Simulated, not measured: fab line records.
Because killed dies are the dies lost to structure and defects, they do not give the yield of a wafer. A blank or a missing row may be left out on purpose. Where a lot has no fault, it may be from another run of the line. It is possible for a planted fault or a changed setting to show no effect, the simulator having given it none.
fab line records	flow ritCmos
[record] lots = 14	wafers = 42	lastDay = 7
route steps=202 shown M1@184
lots that met no fault: from a run of the same line without faults
startH: the number of hours between the record's first day and the start of the first shown wafer of the lot	waitH: hours from the lot's prior step to this one	" identical to the entry in the row above	L1.1+2: a row that stands for several wafers	- value missing, or start not given	* or withheld: withheld	< > ~ a bound
route shown NAME@n: NAME is a module with steps in the file, n the number in the route of the first one	usual: mean/standard deviation taken from wafers without a fault	same: alike in all rows	chamber/n: place in a boat	sites: each site's reading	_std_site: the standard deviation of these	_edge_site: outer sites' mean less inner sites'	radiusMm: for every site, how far away it sits from the centre of the wafer	mask NAME#n: copy n	behind: the most recent tool/chamber to have shaped the wafer	hold: reason for holding the lot/hours on hold/outcome of the hold	device: which transistor (n, p or np) failed to switch	end of line: the same wafers' tests at the end of the route	a step with no rows: only its recipe	killed: not the wafer's yield, but the dies lost to structure and defects at the first sort	map: the dies of a wafer, with x for killed, . for not killed, _ for no die there
set.NAME: the run value of the setting; set.NAME@STEP: its run value at that earlier step	model.NAME: the simulator's own value behind a step, which no gauge read
route steps across a sampled set of lots; one table per step, one row per wafer
services: from which hour (startH, from the record's first day; less than 0 if before it) a tool's chamber was out of use, for how many hours, and why
[[steps]]
[step RIT_M1_SPUTTER_00]
[recipe] material = Al	targetThkNm = 400	powerW = 2000	chamberPressurePa = 0.4	gas = Ar	timeS = 500	substrateTempC = 25
[usual] chamberPressurePa = 0.3999/0.00082	throttleValvePct = 30.0/1.3
lot.wafer	tool	chamber	startH	waitH	chamberPressurePa	throttleValvePct
L626.1	pvdSputter-04	-	59.63	0.0	0.3996	29.8
L626.2	"	-	"	"	0.4003	32.1
L626.5	"	-	"	"	0.3995	27.8
L627.1	pvdSputter-03	-	62.72	0.0	0.4011	31.0
L627.3	"	-	"	"	0.4006	29.2
L627.5	"	-	"	"	0.4000	30.9
L629.2	pvdSputter-03	-	74.27	0.0	0.4006	29.4
L629.4	"	-	"	"	0.3998	30.7
L629.5	"	-	"	"	0.4015	29.6
L631.1	pvdSputter-03	-	83.19	0.0	0.4014	31.0
L631.2	"	-	"	"	0.4002	30.9
L631.3	"	-	"	"	0.4008	30.4
L632.1	pvdSputter-04	-	87.86	0.0	0.4010	28.2
L632.3	"	-	"	"	0.4014	32.2
L632.5	"	-	"	"	0.4007	29.8
L633.1	pvdSputter-03	-	92.60	0.0	0.4001	31.2
L633.2	"	-	"	"	0.4000	31.0
L633.3	"	-	"	"	0.3978	29.3
L634.2	pvdSputter-04	-	98.62	0.0	0.3987	29.9
L634.3	"	-	"	"	0.3989	31.7
L634.6	"	-	"	"	0.3998	28.0
L635.1	pvdSputter-03	-	103.20	0.0	0.4002	31.0
L635.3	"	-	"	"	0.3991	29.4
L635.5	"	-	"	"	0.4001	30.5
L636.2	pvdSputter-04	-	107.52	0.0	0.3991	29.8
L636.3	"	-	"	"	0.4012	27.8
L636.5	"	-	"	"	0.4008	28.8
L640.1	pvdSputter-04	-	128.75	0.0	0.5987	26.2
L640.2	"	-	"	"	0.5999	23.4
L640.3	"	-	"	"	0.5985	24.2
L641.2	pvdSputter-03	-	140.08	0.0	0.3993	30.5
L641.3	"	-	"	"	0.3989	31.1
L641.5	"	-	"	"	0.4003	29.2
L642.1	pvdSputter-04	-	140.41	0.0	0.5985	26.1
L642.3	"	-	"	"	0.5984	24.3
L642.4	"	-	"	"	0.5980	22.7
L646.2	pvdSputter-01	-	162.45	0.0	0.3986	31.2
L646.4	"	-	"	"	0.4000	27.9
L646.5	"	-	"	"	0.4003	31.3
L647.3	pvdSputter-03	-	164.57	0.0	0.4000	30.5
L647.5	"	-	"	"	0.3994	30.5
L647.6	"	-	"	"	0.4007	29.4
[step RIT_M1_RS_MEAS_01]
[recipe] thkMeasGauge = four-point-probe	reads = Al_of_M1_SPUTTER_00
[usual] M1_AL_RS = 0.0743/0.00086
lot.wafer	tool	chamber	startH	waitH	M1_AL_RS[ohm/sq]
L626.1	filmMetro-01	-	59.93	0.1	0.0749
L626.2	"	-	"	"	0.0754
L626.5	"	-	"	"	0.0752
L627.1	filmMetro-02	-	63.02	0.1	0.0757
L627.3	"	-	"	"	0.0736
L627.5	"	-	"	"	0.0756
L629.2	filmMetro-01	-	74.59	0.2	0.0742
L629.4	"	-	"	"	0.0745
L629.5	"	-	"	"	0.0737
L631.1	filmMetro-04	-	83.48	0.1	0.0738
L631.2	"	-	"	"	0.0757
L631.3	"	-	"	"	0.0746
L632.1	filmMetro-02	-	88.15	0.1	0.0746
L632.3	"	-	"	"	0.0747
L632.5	"	-	"	"	0.0745
L633.1	filmMetro-01	-	92.90	0.1	0.0728
L633.2	"	-	"	"	0.0741
L633.3	"	-	"	"	0.0726
L634.2	filmMetro-02	-	98.94	0.2	0.0749
L634.3	"	-	"	"	0.0747
L634.6	"	-	"	"	0.0744
L635.1	filmMetro-04	-	103.49	0.1	0.0739
L635.3	"	-	"	"	0.0740
L635.5	"	-	"	"	0.0746
L636.2	filmMetro-01	-	107.83	0.2	0.0743
L636.3	"	-	"	"	0.0742
L636.5	"	-	"	"	0.0743
L640.1	filmMetro-02	-	129.04	0.1	0.0834
L640.2	"	-	"	"	0.0820
L640.3	"	-	"	"	0.0828
L641.2	filmMetro-01	-	140.40	0.2	0.0759
L641.3	"	-	"	"	0.0762
L641.5	"	-	"	"	0.0754
L642.1	filmMetro-02	-	140.70	0.1	0.0829
L642.3	"	-	"	"	0.0835
L642.4	"	-	"	"	0.0830
L646.2	filmMetro-01	-	162.76	0.2	0.0720
L646.4	"	-	"	"	0.0725
L646.5	"	-	"	"	0.0718
L647.3	filmMetro-02	-	164.90	0.2	0.0747
L647.5	"	-	"	"	0.0743
L647.6	"	-	"	"	0.0735
[step RIT_M1_THK_MEAS_02]
[recipe] thkMeasGauge = xrf	reads = Al_of_M1_SPUTTER_00
[usual] M1_AL_THK = 383/4.7
lot.wafer	tool	chamber	startH	waitH	M1_AL_THK[nm]
L626.1	filmMetro-01	-	60.05	0.1	379
L626.2	"	-	"	"	377
L626.5	"	-	"	"	381
L627.1	filmMetro-02	-	63.14	0.1	379
L627.3	"	-	"	"	388
L627.5	"	-	"	"	378
L629.2	filmMetro-01	-	74.70	0.1	385
L629.4	"	-	"	"	384
L629.5	"	-	"	"	385
L631.1	filmMetro-04	-	83.60	0.1	383
L631.2	"	-	"	"	373
L631.3	"	-	"	"	380
L632.1	filmMetro-02	-	88.27	0.1	382
L632.3	"	-	"	"	381
L632.5	"	-	"	"	384
L633.1	filmMetro-01	-	93.02	0.1	393
L633.2	"	-	"	"	385
L633.3	"	-	"	"	391
L634.2	filmMetro-02	-	99.05	0.1	383
L634.3	"	-	"	"	382
L634.6	"	-	"	"	384
L635.1	filmMetro-04	-	103.61	0.1	385
L635.3	"	-	"	"	384
L635.5	"	-	"	"	378
L636.2	filmMetro-01	-	107.94	0.1	384
L636.3	"	-	"	"	384
L636.5	"	-	"	"	381
L640.1	filmMetro-02	-	129.16	0.1	347
L640.2	"	-	"	"	351
L640.3	"	-	"	"	347
L641.2	filmMetro-01	-	140.51	0.1	377
L641.3	"	-	"	"	374
L641.5	"	-	"	"	379
L642.1	filmMetro-02	-	140.82	0.1	349
L642.3	"	-	"	"	344
L642.4	"	-	"	"	347
L646.2	filmMetro-01	-	162.87	0.1	395
L646.4	"	-	"	"	392
L646.5	"	-	"	"	397
L647.3	filmMetro-02	-	165.00	0.1	382
L647.5	"	-	"	"	383
L647.6	"	-	"	"	386
[step RIT_M1_PROBE_99]
[usual] defectLimitedYield = 97.4/1.1	killed_at_M0_to_M3 = 0.0/0.16	killedAtContacts = 0.1/0.24	killedAtFrontEnd = 6.7/2.9	killedDies = 6.8/2.9	killedOnRim = 1.8/1.3	killedOpen = 3.5/1.8	killedShort = 3.3/2.1	sort_bin_3_pad_short = 0.1/0.26	sort_bin_5_function = 1.4/0.73	sort_bin_6_memory = 1.0/0.64	sortNPass = 257.2/2.9	sortYieldPct = 97.4/1.1
[same] grossDies = 264	killed_at_M4_up = 0	killedAtBackSide = 0	killedAtOther = 0
lot.wafer	tool	chamber	startH	waitH	defectLimitedYield[%]	killed_at_M0_to_M3	killedAtContacts	killedAtFrontEnd	killedDies	killedOnRim	killedOpen	killedShort	sort_bin_3_pad_short[%]	sort_bin_5_function[%]	sort_bin_6_memory[%]	sortNPass	sortYieldPct[%]
L631.1	prober-02	-	87.25	0.1	98.5	0	0	4	4	1	3	1	0	1.5	0	260.0	98.5
L631.2	prober-02	-	87.30	0.1	95.8	0	0	11	11	2	3	8	0.4	1.9	1.9	253.0	95.8
L631.3	prober-02	-	87.35	0.2	98.5	0	0	4	4	1	1	3	0	1.5	0	260.0	98.5
L635.1	prober-02	-	108.95	0.1	99.2	0	0	2	2	0	0	2	0	0.4	0.4	262.0	99.2
L635.3	prober-02	-	109.05	0.2	97.0	0	0	8	8	1	4	4	0	1.9	1.1	256.0	97.0
L635.5	prober-02	-	109.15	0.2	97.0	0	0	8	8	4	6	2	0	1.1	1.9	256.0	97.0
L636.2	prober-01	-	112.15	0.1	98.1	0	0	5	5	3	4	1	0	0.8	1.1	259.0	98.1
L636.3	prober-01	-	112.20	0.2	96.6	0	0	9	9	2	4	5	0	0.8	2.7	255.0	96.6
L636.5	prober-01	-	112.30	0.2	95.5	0	0	12	12	2	8	4	0	3.4	1.1	252.0	95.5
L640.1	prober-01	-	132.90	0.1	97.0	0	0	8	8	2	5	3	0.4	1.5	1.1	256.0	97.0
L640.2	prober-01	-	132.95	0.1	95.1	0	0	13	13	2	8	5	0	2.3	2.7	251.0	95.1
L640.3	prober-01	-	133.00	0.2	95.1	0	0	13	13	5	6	7	0.4	2.3	2.3	251.0	95.1
L642.1	prober-01	-	145.11	0.1	97.7	0	0	6	6	2	2	4	0	0.8	1.5	258.0	97.7
L642.3	prober-01	-	145.21	0.2	99.2	0	0	2	2	0	2	0	0	0	0.8	262.0	99.2
L642.4	prober-01	-	145.26	0.2	97.7	0	0	6	6	3	5	1	0.4	1.1	0.8	258.0	97.7
L641.2	prober-02	-	145.16	0.1	98.5	0	0	4	4	0	2	2	0	1.1	0.4	260.0	98.5
L641.3	prober-02	-	145.21	0.2	96.2	0	0	10	10	3	7	3	0.4	2.3	1.1	254.0	96.2
L641.5	prober-02	-	145.31	0.2	98.1	0	0	5	5	2	1	4	0.4	1.1	0.4	259.0	98.1
L646.2	prober-02	-	166.59	0.1	98.1	0	0	5	5	2	4	1	0	0.8	1.1	259.0	98.1
L646.4	prober-02	-	166.69	0.2	94.7	0	0	14	14	4	6	8	1.1	1.5	2.7	250.0	94.7
L646.5	prober-02	-	166.74	0.2	96.2	0	0	10	10	3	4	6	0	2.3	1.5	254.0	96.2
// killed by level:class
L631.1 FOX2:geometricParticle:open=1 GATE:geometricParticle:short=1 GATE:geometricParticle:open=1 REOX:geometricParticle:open=1
L631.2 GATE:geometricParticle:short=5 GATE:geometricParticle:open=2 FOX1:geometricParticle:short=1 REOX:geometricParticle:short=1 REOX:geometricParticle:open=1 SILICIDE:geometricParticle:short=1
L631.3 FOX1:geometricParticle:short=1 GATE:geometricParticle:open=1 REOX:geometricParticle:short=1 SILICIDE:geometricParticle:short=1
L635.1 REOX:geometricParticle:short=2
L635.3 FOX1:geometricParticle:short=2 GATE:geometricParticle:open=2 SPACER:geometricParticle:short=2 FOX1:geometricParticle:open=1 SPACER:geometricParticle:open=1
L635.5 GATE:geometricParticle:open=3 FOX1:geometricParticle:short=1 FOX1:geometricParticle:open=1 FOX2:geometricParticle:open=1 REOX:geometricParticle:short=1 SPACER:geometricParticle:open=1
L636.2 GATE:geometricParticle:open=2 REOX:geometricParticle:open=2 REOX:geometricParticle:short=1
L636.3 GATE:geometricParticle:open=3 GATE:geometricParticle:short=2 REOX:geometricParticle:short=1 SPACER:geometricParticle:open=1 SPACER:geometricParticle:short=1 SILICIDE:geometricParticle:short=1
L636.5 GATE:geometricParticle:open=4 GATE:geometricParticle:short=2 REOX:geometricParticle:open=2 SPACER:geometricParticle:open=2 REOX:geometricParticle:short=1 SILICIDE:geometricParticle:short=1
L640.1 REOX:geometricParticle:open=2 SILICIDE:geometricParticle:short=2 FOX1:geometricParticle:open=1 SPACER:geometricParticle:open=1 SPACER:geometricParticle:short=1 SILICIDE:geometricParticle:open=1
L640.2 GATE:geometricParticle:open=5 FOX1:geometricParticle:short=1 FOX2:geometricParticle:open=1 GATE:geometricParticle:short=1 REOX:geometricParticle:short=1 REOX:geometricParticle:open=1 SPACER:geometricParticle:short=1 SILICIDE:geometricParticle:open=1
L640.3 SPACER:geometricParticle:short=5 REOX:geometricParticle:open=2 SILICIDE:geometricParticle:open=2 FOX2:geometricParticle:open=1 GATE:geometricParticle:short=1 SPACER:geometricParticle:open=1 SILICIDE:geometricParticle:short=1
L642.1 GATE:geometricParticle:short=2 GATE:geometricParticle:open=1 SPACER:geometricParticle:open=1 SPACER:geometricParticle:short=1 SILICIDE:geometricParticle:short=1
L641.2 FOX1:geometricParticle:open=1 GATE:geometricParticle:open=1 GATE:geometricParticle:short=1 REOX:geometricParticle:short=1
L641.3 GATE:geometricParticle:open=3 REOX:geometricParticle:open=3 SPACER:geometricParticle:short=2 GATE:geometricParticle:short=1 SPACER:geometricParticle:open=1
L642.3 GATE:geometricParticle:open=2
L642.4 GATE:geometricParticle:open=3 SPACER:geometricParticle:open=2 GATE:geometricParticle:short=1
L641.5 GATE:geometricParticle:short=2 GATE:geometricParticle:open=1 REOX:geometricParticle:short=1 SILICIDE:geometricParticle:short=1
L646.2 SILICIDE:geometricParticle:open=2 FOX1:geometricParticle:open=1 REOX:geometricParticle:short=1 SPACER:geometricParticle:open=1
L646.4 GATE:geometricParticle:short=4 FOX1:geometricParticle:short=3 REOX:geometricParticle:open=3 FOX1:geometricParticle:open=1 GATE:geometricParticle:open=1 REOX:geometricParticle:short=1 SPACER:geometricParticle:open=1
L646.5 GATE:geometricParticle:short=3 GATE:geometricParticle:open=3 SILICIDE:geometricParticle:short=2 FOX1:geometricParticle:short=1 REOX:geometricParticle:open=1
[[services]]
tool	chamber	startH	hours	kind
pvdSputter-03	-	52.47	2.4	repair
pvdSputter-03	-	78.66	2.7	repair
[[key]]
[firstSign] step = RIT_M1_SPUTTER_00	reading = chamberPressurePa	direction = up	sigmas = 99+	usual = 0.3999	struck = 0.5987
[effect] step = RIT_M1_SPUTTER_00	reading = throttleValvePct	direction = down	sigmas = 4.4	usual = 30.0	struck = 24.5
[effect] step = RIT_M1_RS_MEAS_01	reading = M1_AL_RS	direction = up	sigmas = 10	usual = 0.0743	struck = 0.0829
[effect] step = RIT_M1_THK_MEAS_02	reading = M1_AL_THK	direction = down	sigmas = 7.7	usual = 383	struck = 347
metAt RIT_M1_SPUTTER_00
struckLots L640,L642
onsetBetween 107.52 128.75
[fault] kind = processParameterDrift	tool = pvdSputter-04	chamber = -	onsetH = 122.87	steps = RIT_M1_SPUTTER_00	channel = chamberPressurePa	offset = 0.19869	shape = step	endH = 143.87	actsIn = theseRecipesOnly	stated = 0.4
